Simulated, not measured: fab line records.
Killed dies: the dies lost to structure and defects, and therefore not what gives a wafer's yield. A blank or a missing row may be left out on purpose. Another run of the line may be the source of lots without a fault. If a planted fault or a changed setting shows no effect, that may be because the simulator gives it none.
Which tool is to blame? | flow ritCmos | 14 lots with 42 wafers sampled at 3 steps, on a route of 202 steps

== WHAT THE GAUGES READ, wafer by wafer ==
RIT_NLDD_TW_MEAS_10.
lot  | measured    | on           | NLDD_TW
L103 | day 2 18:45 | filmMetro-01 | 2484 2489 2491
L104 | day 3 02:52 | filmMetro-02 | 2482 2468 2469
L106 | day 3 16:13 | filmMetro-04 | 2443 2433 2435
L107 | day 3 19:56 | filmMetro-01 | 2511 2502 2489
L108 | day 3 23:10 | filmMetro-01 | 2507 2526 2513
L109 | day 4 06:38 | filmMetro-02 | 2462 2462 2471
L110 | day 4 13:18 | filmMetro-01 | 2505 2507 2515
L116 | day 5 15:41 | filmMetro-04 | 2151 2164 2161
L117 | day 5 21:46 | filmMetro-01 | 2206 2215 2220
L120 | day 6 11:15 | filmMetro-01 | 2478 2501 2498
L121 | day 6 13:40 | filmMetro-01 | 2481 2486 2475
L122 | day 6 23:04 | filmMetro-04 | 2418 2409 2410
L125 | day 7 10:08 | filmMetro-04 | 2408 2416 2428
L126 | day 7 17:26 | filmMetro-01 | 2482 2481 2493

RIT_SDANNEAL_RS_MEAS_07: the measuring method here is four-point-probe.
lot  | measured    | on           | NLDD_RS (ohm/sq)
L103 | day 3 02:31 | filmMetro-04 | 152.3 152.4 151.8
L104 | day 3 10:53 | filmMetro-01 | 151.4 151.5 151.8
L106 | day 3 23:55 | filmMetro-04 | 151.2 151.8 151.5
L107 | day 4 03:49 | filmMetro-02 | 152.0 152.0 152.3
L108 | day 4 07:10 | filmMetro-04 | 151.8 151.6 151.6
L109 | day 4 16:30 | filmMetro-04 | 151.5 152.1 152.0
L110 | day 4 21:11 | filmMetro-01 | 151.0 151.0 151.2
L116 | day 5 23:50 | filmMetro-04 | 216.9 216.7 217.2
L117 | day 6 06:05 | filmMetro-04 | 218.4 216.2 218.1
L120 | day 6 19:20 | filmMetro-04 | 152.4 152.7 152.5
L121 | day 6 21:19 | filmMetro-01 | 153.0 152.2 152.3
L122 | day 7 07:04 | filmMetro-01 | 151.8 151.4 151.5
L125 | day 7 18:12 | filmMetro-04 | 151.5 152.2 151.4
L126 | day 8 01:10 | filmMetro-04 | 151.3 152.0 151.9

== TOOL THAT RAN EACH LOT (tool first, then ch and the chambers of the sampled wafers, then the start) ==
lot  | RIT_NLDD_IMPLANT_08
L103 | implanter-03 ch 0, day 2 18:26
L104 | implanter-03 ch 0, day 3 02:33
L106 | implanter-04 ch 0, day 3 15:54
L107 | implanter-03 ch 0, day 3 19:39
L108 | implanter-02 ch 0, day 3 22:52
L109 | implanter-04 ch 0, day 4 06:19
L110 | implanter-04 ch 0, day 4 12:58
L116 | implanter-04 ch 0, day 5 15:23
L117 | implanter-04 ch 0, day 5 21:28
L120 | implanter-03 ch 0, day 6 10:55
L121 | implanter-02 ch 0, day 6 13:21
L122 | implanter-02 ch 0, day 6 22:44
L125 | implanter-03 ch 0, day 7 09:50
L126 | implanter-03 ch 0, day 7 17:08
- RIT_NLDD_IMPLANT_08

== AS READ BY THE TOOLS THEMSELVES (means over the sampled wafers that have a number; for cases with no such wafer, the mark the record gives instead) ==
RIT_NLDD_IMPLANT_08.
lot  | tool         | doseIonsCm2 | faradayCurrentUA
L103 | implanter-03 | 5e+14       | 1536
L104 | implanter-03 | 5e+14       | 1548
L106 | implanter-04 | 5e+14       | 1598
L107 | implanter-03 | 5e+14       | 1573
L108 | implanter-02 | 5e+14       | 1571
L109 | implanter-04 | 5e+14       | 1574
L110 | implanter-04 | 5e+14       | 1569
L116 | implanter-04 | 3e+14       | 1019
L117 | implanter-04 | 3e+14       | 998
L120 | implanter-03 | 5e+14       | 1551
L121 | implanter-02 | 5e+14       | 1569
L122 | implanter-02 | 5e+14       | 1568
L125 | implanter-03 | 5e+14       | 1564
L126 | implanter-03 | 5e+14       | 1581

== THE ANSWER, worked out from the rows above alone ==
Rule: usual is defined by the lots themselves. Put in order of their means at a reading, lots are off if they are a third of the lots or fewer, leave a main group of 4 or more, and stand apart from it by a gap of 3 or more times the standard deviation of the main group's means; of several such gaps the widest counts. The tables above print the reading to a certain number of digits; a main group whose means all agree to those digits is not used. A lot without any number at a reading at which 4 lots or more have one is off too. Any other lot the step has rows for is counted as sound. First the gauges in route order, then the tools' own readings, where a lot's mean is used as printed above. At the first step where some lot is off, the reading lying furthest off is the one used; lots without a number count as furthest.
Off: at RIT_NLDD_TW_MEAS_10 (NLDD_TW), L116, L117. Mean 2473 and standard deviation 33 in the main group.
A tool fits if, at a process step before that reading, it ran every lot that is off, and no sound lot after the first of them. The gauges at RIT_NLDD_TW_MEAS_10 aren't tried: what is off there is off at RIT_NLDD_IMPLANT_08 too, on other tools, and a gauge's error can't cause that. One candidate fits, namely implanter-04 at RIT_NLDD_IMPLANT_08. Its last sound lot is L110 (day 4 12:58), its first lot that is off L116 (day 5 15:23): a fault that began between those two fits.
The tool's own readings at RIT_NLDD_IMPLANT_08 bear it out: on the lots that are off they differ by more than 5 times the standard deviation of the sound lots' means. doseIonsCm2 reads 3e+14 there against 5e+14 on the sound lots; faradayCurrentUA reads 1008 there against 1567 on the sound lots.

== WHAT HAD BEEN PUT IN BY THE SIMULATOR ==
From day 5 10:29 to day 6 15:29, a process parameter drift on implanter-04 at RIT_NLDD_IMPLANT_08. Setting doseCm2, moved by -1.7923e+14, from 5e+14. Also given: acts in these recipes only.
Struck lots among those shown: L116, L117. The rule above found the same.
